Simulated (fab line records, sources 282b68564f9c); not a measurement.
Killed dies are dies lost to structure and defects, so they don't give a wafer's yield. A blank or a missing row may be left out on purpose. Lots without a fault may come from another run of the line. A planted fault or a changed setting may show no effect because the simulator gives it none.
Tool commonality check | flow rit_cmos | 14 lots, 42 wafers sampled

WHY IT WAS OPENED
At RIT_WELLDRIVE_RS_MEAS_02 the reading PWELL_RS is flagged on 2 of 14 lots. Wafers without a fault read 429.5 ohm/sq, standard deviation 1.2.
Rule: a lot is flagged when every wafer of it that has a number lies more than 4 standard deviations from that mean, or none has a number. The other lots count as sound.

lot  | measured    | on            | PWELL_RS (ohm/sq), wafer by wafer | flag
L744 | day 2 05:57 | film_metro-04 | 429.6 430.9 429.9                 |
L746 | day 2 16:13 | film_metro-02 | 427.8 427.4 428.9                 |
L747 | day 2 21:10 | film_metro-04 | 430.9 432.3 430.8                 |
L750 | day 3 14:33 | film_metro-03 | 428.4 428.0 428.7                 |
L751 | day 3 15:51 | film_metro-02 | 430.7 430.4 429.7                 |
L752 | day 3 21:28 | film_metro-03 | 428.4 428.6 430.1                 |
L753 | day 4 02:47 | film_metro-03 | 429.5 429.3 428.6                 |
L754 | day 4 06:00 | film_metro-02 | 426.6 428.3 428.9                 |
L755 | day 4 13:30 | film_metro-02 | 428.5 428.1 429.4                 |
L756 | day 4 23:40 | film_metro-04 | 430.2 431.0 430.4                 |
L762 | day 6 09:22 | film_metro-04 | 405.0 406.0 405.0                 | FLAGGED
L764 | day 7 03:14 | film_metro-02 | 404.0 404.9 404.4                 | FLAGGED
L766 | day 7 15:37 | film_metro-03 | 427.8 428.9 428.8                 |
L767 | day 7 15:37 | film_metro-02 | 427.6 427.5 427.7                 |
The numbers of the flagged lots are 404.9 ohm/sq on average: -24.6 ohm/sq against the usual, or -21 standard deviations.

WHICH TOOL RAN EACH LOT
The record holds 2 process steps before the reading, out of a route of 202 steps. In each cell: the tool, then ch and the chambers that the sampled wafers went through, then the start.
lot  | flag    | RIT_ACTIVE_STRIP_14                 | RIT_PWELL_IMPLANT_08
L744 |         | plasma_asher-01 ch 0,1, day 1 15:34 | implanter-01 ch 0, day 2 00:18
L746 |         | plasma_asher-02 ch 1, day 2 01:16   | implanter-04 ch 0, day 2 09:38
L747 |         | plasma_asher-01 ch 1, day 2 06:04   | implanter-01 ch 0, day 2 15:15
L750 |         | plasma_asher-02 ch 0,1, day 2 23:38 | implanter-01 ch 0, day 3 07:41
L751 |         | plasma_asher-04 ch 0,1, day 3 02:55 | implanter-01 ch 0, day 3 10:16
L752 |         | plasma_asher-02 ch 0,1, day 3 07:08 | implanter-01 ch 0, day 3 15:53
L753 |         | plasma_asher-01 ch 1, day 3 11:58   | implanter-01 ch 0, day 3 21:05
L754 |         | plasma_asher-04 ch 0,1, day 3 16:54 | implanter-01 ch 0, day 4 00:26
L755 |         | plasma_asher-04 ch 1, day 3 21:58   | implanter-01 ch 0, day 4 05:25
L756 |         | plasma_asher-04 ch 0,1, day 4 02:50 | implanter-04 ch 0, day 4 17:32
L762 | FLAGGED | plasma_asher-02 ch 0,1, day 5 10:25 | implanter-04 ch 0, day 5 23:17
L764 | FLAGGED | plasma_asher-01 ch 0,1, day 5 21:02 | implanter-04 ch 0, day 6 17:22
L766 |         | plasma_asher-01 ch 0,1, day 6 15:03 | implanter-03 ch 0, day 7 08:17
L767 |         | plasma_asher-04 ch 0,1, day 6 15:17 | implanter-03 ch 0, day 7 08:46
What these steps do:
- RIT_ACTIVE_STRIP_14: strips in O2, time 180 s.
- RIT_PWELL_IMPLANT_08
- RIT_WELLDRIVE_RS_MEAS_02: measures by four-point-probe.

FLAGGED OVER TOTAL, TOOL BY TOOL (the gauges that took the reading come last)
step                     | tool            | lots run | flagged | share of the flagged lots | sound lots run after its first flagged lot
RIT_ACTIVE_STRIP_14      | plasma_asher-01 | 5        | 1       | some                      | 1 (L766)
RIT_ACTIVE_STRIP_14      | plasma_asher-02 | 4        | 1       | some                      | 0
RIT_ACTIVE_STRIP_14      | plasma_asher-04 | 5        | 0       | none                      | -
RIT_PWELL_IMPLANT_08     | implanter-01    | 8        | 0       | none                      | -
RIT_PWELL_IMPLANT_08     | implanter-03    | 2        | 0       | none                      | -
RIT_PWELL_IMPLANT_08     | implanter-04    | 4        | 2       | all                       | 0
RIT_WELLDRIVE_RS_MEAS_02 | film_metro-02   | 6        | 1       | some                      | 1 (L767)
RIT_WELLDRIVE_RS_MEAS_02 | film_metro-03   | 4        | 0       | none                      | -
RIT_WELLDRIVE_RS_MEAS_02 | film_metro-04   | 4        | 1       | some                      | 0

WHAT THE TABLE ALLOWS
1 row of the table ran every flagged lot: implanter-04 at RIT_PWELL_IMPLANT_08.
- implanter-04 at RIT_PWELL_IMPLANT_08: 2 of its 4 lots flagged. Its last sound lot is L756 (day 4 17:32), its first flagged lot L762 (day 5 23:17): a fault that began between those two fits. Its own readings lie more than 4 standard deviations out on every wafer of the flagged lots: dose_ions_cm2.
One tool is left: implanter-04 at RIT_PWELL_IMPLANT_08.

WHAT THE SIMULATOR HAD PUT IN
Process parameter drift: implanter-04, from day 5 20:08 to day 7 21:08, at RIT_PWELL_IMPLANT_08. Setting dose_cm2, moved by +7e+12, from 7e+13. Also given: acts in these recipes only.
Lots struck among those shown: L762, L764. The rule above found the same.
